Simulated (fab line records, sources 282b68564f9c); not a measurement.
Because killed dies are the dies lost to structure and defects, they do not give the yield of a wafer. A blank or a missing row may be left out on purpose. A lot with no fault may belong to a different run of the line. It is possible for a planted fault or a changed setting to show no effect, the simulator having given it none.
Code-filled problem report in 8D (eight disciplines) form || flow rit cmos || the parts of the form that need people (team, actions taken, sign-off) are left out

== 1. WHAT WENT WRONG ==
At RIT_GATE_ETCH_19, run length s averages 239.2 s over 9 wafers from 3 lots, while fault-free wafers read 193.4 s, standard deviation 0.45. That is +99 or more standard deviations from the usual mean.
The step: etches poly-Si in SF6/CHF3/O2, stops on SiO2, time 165 s, target depth 312.5 nm.
Earliest sighting: wafer L910.1 on rie si-01 at day 3 23:47. At this step, 45 wafers from 15 lots have a number in the record. Rule for "out", or "out of limits": more than 4 standard deviations from the usual mean. Any other wafer with a number is counted as sound.

== 2. WHAT THIS IS AND IS NOT ==
{"question": "which readings at this step", "is": "run length s, oes product au", "is not": "drypump motor current A"}
{"question": "which lots", "is": "L910, L914, L916", "is not": "L905, L906, L907, L908, L911, L917, L919, L922, L925, L926, L927, L928"}
{"question": "which wafers of those lots", "is": "all that have a number", "is not": "-"}
{"question": "read on which tools", "is": "rie si-01", "is not": "rie si-02"}
{"question": "when", "is": "from day 3 23:47", "is not": "up to then (15 sound wafers); but 21 sound wafers of L917, L919, L922, L925, L926, L927, L928 came after"}

== 3. WHAT RULES OUT EACH SUSPECT ==
Counting: a tool at a process step up to the reading stays a suspect if it ran every lot that is out and no sound lot after the first of them.
- rie si-01 at RIT_GATE_ETCH_19 (etches poly-Si in SF6/CHF3/O2, stops on SiO2, time 165 s, target depth 312.5 nm): ruled out as a lasting fault. After its first lot that is out, L910 (day 3 23:47), sound lots L926, L928 ran on it.
Left after counting: nothing in the record.

== 4. THE CAUSE (what the simulator had put in) ==
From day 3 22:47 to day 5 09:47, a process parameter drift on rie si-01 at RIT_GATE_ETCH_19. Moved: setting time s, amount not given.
Counting ruled it out, wrongly.

== 5. THE EFFECT CHAIN, in route order ==
Each row: a reading whose mean over the struck wafers that have a number lies more than 3 standard deviations from the usual. Scope: only readings with a usual standard deviation given in the record; hours: median across lots of the time from each lot's start at the first step in this table that gives one to its start at this step; sigmas: change in usual standard deviations.
{"hours": 0, "step": "RIT_GATE_ETCH_19", "reading": "oes product au", "usual": "0.849 a.u.", "on struck wafers": 0.716, "change": -0.133, "sigmas": -12}
{"hours": 0, "step": "RIT_GATE_ETCH_19", "reading": "run length s", "usual": "193.4 s", "on struck wafers": 239.2, "change": "+45.8", "sigmas": "+99 or more"}
It contains these process steps:
- RIT_GATE_ETCH_19: etches poly-Si in SF6/CHF3/O2, stops on SiO2, time 165 s, target depth 312.5 nm.

== 6. HOW IT WOULD HAVE BEEN CAUGHT EARLIER ==
In this record the first reading out of limits was taken at day 3 23:47, 1 hour after the fault began at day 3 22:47.
